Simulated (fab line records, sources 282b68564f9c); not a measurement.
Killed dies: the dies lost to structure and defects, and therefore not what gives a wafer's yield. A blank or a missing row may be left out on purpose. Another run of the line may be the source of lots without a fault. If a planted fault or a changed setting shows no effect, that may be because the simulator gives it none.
fab line records	flow ritCmos
[record] lots = 13	wafers = 39	lastDay = 7
route steps=202 shown FOX2@25 M1@202
lots untouched by any fault: they come from a run of this same line in which no faults occurred
startH: hours from the record's opening day to when the first of the lot's shown wafers began	waitH: time in hours since the lot's previous step	" repeats the value in the row above	L1.1+2: one row covering several wafers at once	- value missing, or start not given	* or withheld: withheld	< > ~ a bound
route shown NAME@n: NAME is a module with steps in the file, n the number in the route of the first one	usual: average and standard deviation across the fault-free wafers	same: alike in all rows	chamber/n: place in a boat	sites: the reading at each site	_std_site: how widely they spread, as a standard deviation	_edge_site: the outer-site mean with the inner-site mean subtracted	radiusMm: for every site, how far away it sits from the centre of the wafer	mask NAME#n: copy n	behind: the tool/chamber that last shaped the wafer	hold: why the lot was held/for how many hours/how that ended	device: which transistor (n, p or np) failed to switch	end of line: the tests these same wafers got at the end of their route	step lacking rows: just its recipe	killed: count of dies lost to structure and defects at first sort (not the wafer's yield)	map: per-die view of a wafer (x killed, . not killed, _ where there is no die)
set.NAME: setting as actually run; set.NAME@STEP: the setting as run at that earlier step	model.NAME: the simulator's own value behind a step, which no gauge read
one table for each step of the route and one row for each wafer, over a sample of lots
[[steps]]
[step RIT_FOX2_CLEAN_02]
[recipe] chemistry = dHF	dilution = 50:1	timeS = 180
[usual] runLengthS = 208/3.1
lot.wafer	tool	chamber	startH	waitH	runLengthS
L450.1	wetBench-04	0	19.92	0.1	206
L450.2	"	0	"	"	206
L450.5	"	0	"	"	206
L451.2	wetBench-04	2	24.60	0.0	206
L451.3	"	2	"	"	206
L451.5	"	2	"	"	206
L452.1	wetBench-04	1	29.28	0.1	208
L452.3	"	1	"	"	208
L452.5	"	1	"	"	208
L453.2	wetBench-04	1	34.07	0.0	207
L453.3	"	1	"	"	207
L453.5	"	1	"	"	207
L454.1	wetBench-04	1	39.83	0.1	207
L454.3	"	1	"	"	207
L454.4	"	1	"	"	207
L456.2	wetBench-04	2	48.46	0.0	206
L456.4	"	2	"	"	206
L456.6	"	2	"	"	206
L457.1	wetBench-03	0	53.53	0.1	205
L457.4	"	0	"	"	205
L457.6	"	0	"	"	205
L459.1	wetBench-03	2	64.93	0.1	215
L459.4	"	2	"	"	215
L459.5	"	2	"	"	215
L460.1	wetBench-04	0	68.79	0.1	206
L460.3	"	0	"	"	206
L460.5	"	0	"	"	206
L467.1	wetBench-04	1	103.56	0.1	928
L467.2	"	1	"	"	928
L467.3	"	1	"	"	928
L471.2	wetBench-04	0	123.37	0.0	206
L471.3	"	0	"	"	206
L471.4	"	0	"	"	206
L472.1	wetBench-03	3	128.49	0.1	205
L472.3	"	3	"	"	205
L472.5	"	3	"	"	205
L473.1	wetBench-01	2	133.37	0.1	207
L473.2	"	2	"	"	207
L473.4	"	2	"	"	207
[step RIT_FOX2_THK_MEAS_90]
[recipe] reads = SiO2_of_FOX2_OXIDATION_00
[usual] FIELD_OXIDE_LEFT_1_THK = 322/6.2
lot.wafer	tool	chamber	startH	waitH	FIELD_OXIDE_LEFT_1_THK[nm]
L450.1	filmMetro-02	-	20.80	0.0	330
L450.2	"	-	"	"	330
L450.5	"	-	"	"	329
L451.2	filmMetro-01	-	25.49	0.0	328
L451.3	"	-	"	"	322
L451.5	"	-	"	"	323
L452.1	filmMetro-03	-	30.25	0.0	325
L452.3	"	-	"	"	319
L452.5	"	-	"	"	327
L453.2	filmMetro-02	-	34.89	0.0	332
L453.3	"	-	"	"	328
L453.5	"	-	"	"	332
L454.1	filmMetro-02	-	40.71	0.0	316
L454.3	"	-	"	"	319
L454.4	"	-	"	"	312
L456.2	filmMetro-03	-	49.36	0.0	326
L456.4	"	-	"	"	323
L456.6	"	-	"	"	323
L457.1	filmMetro-02	-	54.34	0.0	318
L457.4	"	-	"	"	329
L457.6	"	-	"	"	325
L459.1	filmMetro-01	-	65.82	0.0	307
L459.4	"	-	"	"	313
L459.5	"	-	"	"	316
L460.1	filmMetro-02	-	69.68	0.0	324
L460.3	"	-	"	"	316
L460.5	"	-	"	"	320
L467.1	filmMetro-02	-	104.38	0.0	268
L467.2	"	-	"	"	264
L467.3	"	-	"	"	265
L471.2	filmMetro-02	-	124.27	0.0	317
L471.3	"	-	"	"	315
L471.4	"	-	"	"	319
L472.1	filmMetro-02	-	129.30	0.0	319
L472.3	"	-	"	"	317
L472.5	"	-	"	"	317
L473.1	filmMetro-01	-	134.19	0.0	322
L473.2	"	-	"	"	319
L473.4	"	-	"	"	320
[step RIT_FOX2_THK_MEAS_91]
[recipe] reads = SiO2_of_FOX2_OXIDATION_00
[usual] FIELD_OXIDE_LEFT_2_THK = 254/6.2
lot.wafer	tool	chamber	startH	waitH	FIELD_OXIDE_LEFT_2_THK[nm]
L450.1	filmMetro-02	-	33.68	0.0	262
L450.2	"	-	"	"	261
L450.5	"	-	"	"	260
L451.2	filmMetro-03	-	38.22	0.0	260
L451.3	"	-	"	"	254
L451.5	"	-	"	"	255
L452.1	filmMetro-01	-	42.66	0.0	257
L452.3	"	-	"	"	251
L452.5	"	-	"	"	259
L453.2	filmMetro-02	-	47.22	0.0	263
L453.3	"	-	"	"	259
L453.5	"	-	"	"	263
L454.1	filmMetro-01	-	53.28	0.0	248
L454.3	"	-	"	"	252
L454.4	"	-	"	"	244
L456.2	filmMetro-02	-	62.09	0.0	258
L456.4	"	-	"	"	255
L456.6	"	-	"	"	255
L457.1	filmMetro-02	-	66.90	0.0	250
L457.4	"	-	"	"	262
L457.6	"	-	"	"	257
L459.1	filmMetro-01	-	78.60	0.0	239
L459.4	"	-	"	"	244
L459.5	"	-	"	"	248
L460.1	filmMetro-02	-	81.87	0.0	257
L460.3	"	-	"	"	249
L460.5	"	-	"	"	252
L467.1	filmMetro-01	-	116.76	0.0	200
L467.2	"	-	"	"	195
L467.3	"	-	"	"	197
L471.2	filmMetro-03	-	136.98	0.0	250
L471.3	"	-	"	"	248
L471.4	"	-	"	"	252
L472.1	filmMetro-02	-	142.32	0.0	249
L472.3	"	-	"	"	248
L472.5	"	-	"	"	248
L473.1	filmMetro-03	-	146.77	0.0	255
L473.2	"	-	"	"	252
L473.4	"	-	"	"	253
[step RIT_M1_PROBE_99]
[usual] killedAtContacts = 0.1/0.31	killedAtFrontEnd = 7/3.1	killedDies = 7/3.1	killedOpen = 3.3/1.9	killedShort = 3.3/2
[same] grossDies = 264	killed_at_M0_to_M3 = 0	killed_at_M4_up = 0	killedAtBackSide = 0	killedAtOther = 0
lot.wafer	tool	chamber	startH	waitH	killedAtContacts	killedAtFrontEnd	killedDies	killedOpen	killedShort
L467.1	prober-01	-	141.92	0.1	0	5	5	3	1
L467.2	prober-01	-	141.97	0.1	0	4	4	2	1
L467.3	prober-01	-	142.02	0.2	0	4	4	1	2
// killed by level:class
L467.1 REOX:geometricParticle:open=1 REOX:geometricParticle:short=1 SPACER:geometricParticle:open=1 SILICIDE:geometricParticle:open=1 NLDD:coatMicrobubblePrinted=1
L467.2 FOX1:geometricParticle:short=1 GATE:geometricParticle:open=1 SPACER:geometricParticle:open=1 NLDD:coatMicrobubblePrinted=1
L467.3 FOX1:geometricParticle:short=1 GATE:geometricParticle:short=1 SILICIDE:geometricParticle:open=1 NLDD:coatMicrobubblePrinted=1
[[key]]
[firstSign] step = RIT_FOX2_CLEAN_02	reading = runLengthS	direction = up	sigmas = 99+	usual = *	struck = *
[effect] step = RIT_FOX2_THK_MEAS_90	reading = FIELD_OXIDE_LEFT_1_THK	direction = down	sigmas = 9.1	usual = 322	struck = 266
[effect] step = RIT_FOX2_THK_MEAS_91	reading = FIELD_OXIDE_LEFT_2_THK	direction = down	sigmas = 9.1	usual = 254	struck = 197
metAt RIT_FOX2_CLEAN_02
struckLots L467
struckWafers L467.1,L467.2,L467.3
testerLeftOut L467
onsetBetween 39.83 103.56
[fault] kind = processParameterDrift	tool = wetBench-04	chamber = 1	onsetH = 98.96	steps = RIT_FOX2_CLEAN_02	channel = timeS	offset = *	shape = step	endH = 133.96	actsIn = *	stated = *
// testerLeftOut: of these lots the tester's yield and bins aren't shown, on N5 and GAA mostly nor the transistor test; their killed dies are dies lost to structure and defects alone, not to doping, threshold or leakage, so they don't give the yield
